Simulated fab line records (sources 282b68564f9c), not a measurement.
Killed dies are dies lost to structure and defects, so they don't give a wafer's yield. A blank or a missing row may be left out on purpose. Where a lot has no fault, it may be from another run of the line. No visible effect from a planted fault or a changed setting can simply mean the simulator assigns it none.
Lot-split experiment ; flow rit-cmos ; 21 wafers read from 4 lots, route of 202 steps

ON THE SPLIT
At RIT_PWELL_COAT_01 (resist thk 1300 nm), the setting resist-thk-nm was moved away from the recipe's 1300 nm on 6 of the 21 wafers read, by -2.8% to +1.7%. All remaining wafers had this setting at the recipe value.

FROM THE SPLIT TO THE READING: what the file shows between them, 3 steps
- RIT_PWELL_SOFTBAKE_02: time 60 s
- RIT_PWELL_EXPOSE_03: exposes mask M3, target cd 43700 nm
- RIT_PWELL_DEVELOP_05: develop time 68 s

THE READING
NOVOLAK_of_PWELL_COAT_01.thk-nm (the simulator's own value, which no gauge read), in nm, at RIT_PWELL_HARDBAKE_07 (time 120 s). There is no usual value for it anywhere in the file. Average 1137 nm, standard deviation 2.8 nm, over the 15 wafers here run with the recipe.

wafer;tool, chamber at the split;resist-thk-nm as run, nm;against the recipe;NOVOLAK_of_PWELL_COAT_01.thk-nm, nm;against lot-mates on the recipe
L077.1;litho-track-02, 0;1264;-2.8%;1109;-32
L077.2;litho-track-02, 0;1300;recipe;1142;-
L077.3;litho-track-02, 0;1300;recipe;1140;-
L077.4;litho-track-02, 0;1264;-2.8%;1112;-29
L077.5;litho-track-02, 0;1300;recipe;1141;-
L077.6;litho-track-02, 0;1264;-2.8%;1111;-30
L078.4;litho-track-01, 0;1300;recipe;1133;-
L078.5;litho-track-01, 0;1300;recipe;1137;-
L078.6;litho-track-01, 0;1300;recipe;1138;-
L079.1;litho-track-02, 0;1322;+1.7%;1157;+19
L079.2;litho-track-02, 0;1300;recipe;1140;-
L079.3;litho-track-02, 0;1300;recipe;1138;-
L079.4;litho-track-02, 0;1322;+1.7%;1158;+20
L079.5;litho-track-02, 0;1322;+1.7%;1159;+21
L079.6;litho-track-02, 0;1300;recipe;1137;-
L085.1;litho-track-02, 0;1300;recipe;1134;-
L085.2;litho-track-02, 0;1300;recipe;1133;-
L085.5;litho-track-02, 0;1300;recipe;1133;-
L085.3;litho-track-02, 0;1300;recipe;1136;-
L085.4;litho-track-02, 0;1300;recipe;1137;-
L085.6;litho-track-02, 0;1300;recipe;1137;-

THE FIT
A straight line over all 21 wafers: NOVOLAK_of_PWELL_COAT_01.thk-nm changes by +10.4 nm for each +1% of resist-thk-nm; r = +0.98; the points scatter about the line by 2.9 nm.
The same after taking each lot's own level away (the mean of its wafers on the recipe; 21 wafers): +11.2 nm for each +1%; r = +0.99; scatter 1.6 nm.
The reading moves by 31 nm for the largest change in resist-thk-nm, on that fit.
The lots' own levels span 1135.0 to 1141.0 nm, that is 2.1 times the standard deviation above.
Consequently the slope shifts little with the lot-to-lot level, the two slopes agreeing.
Check: -30.2 nm against its lot-mates is what the line predicts for one of the wafers moved furthest among these (-2.8%) when that wafer is left out of the fit. It came out at -32 nm against them.

THE OTHER SPLITS THESE WAFERS WENT THROUGH
Note: prior to the reading, these wafers also went through further splits. Each is held against what the fit with the lots' levels taken away leaves over:
other split on the same wafers;wafers away from the commonest value;r with NOVOLAK_of_PWELL_COAT_01.thk-nm (lot level and that fit taken away)
RIT_ACTIVE_CVD_03 temp-c;12;-0.10
RIT_ACTIVE_CLEAN_16 time-s;15;+0.06

THE WHOLE CHAIN: every reading that the file lists as answering this split, in the file's order
step;what it does;reading;change (the file's fit);r (the file's)
RIT_PWELL_COAT_01;resist thk 1300 nm;NOVOLAK_of_PWELL_COAT_01.thk-nm (the simulator's own value, which no gauge read);+13 nm for each +1% of the setting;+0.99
RIT_PWELL_HARDBAKE_07;time 120 s;NOVOLAK_of_PWELL_COAT_01.thk-nm (the simulator's own value, which no gauge read);+11.2 nm for each +1% of the setting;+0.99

THE FILE'S OWN FIT
NOVOLAK_of_PWELL_COAT_01.thk-nm changes by +11.2 nm for each +1% of resist-thk-nm, r = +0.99.
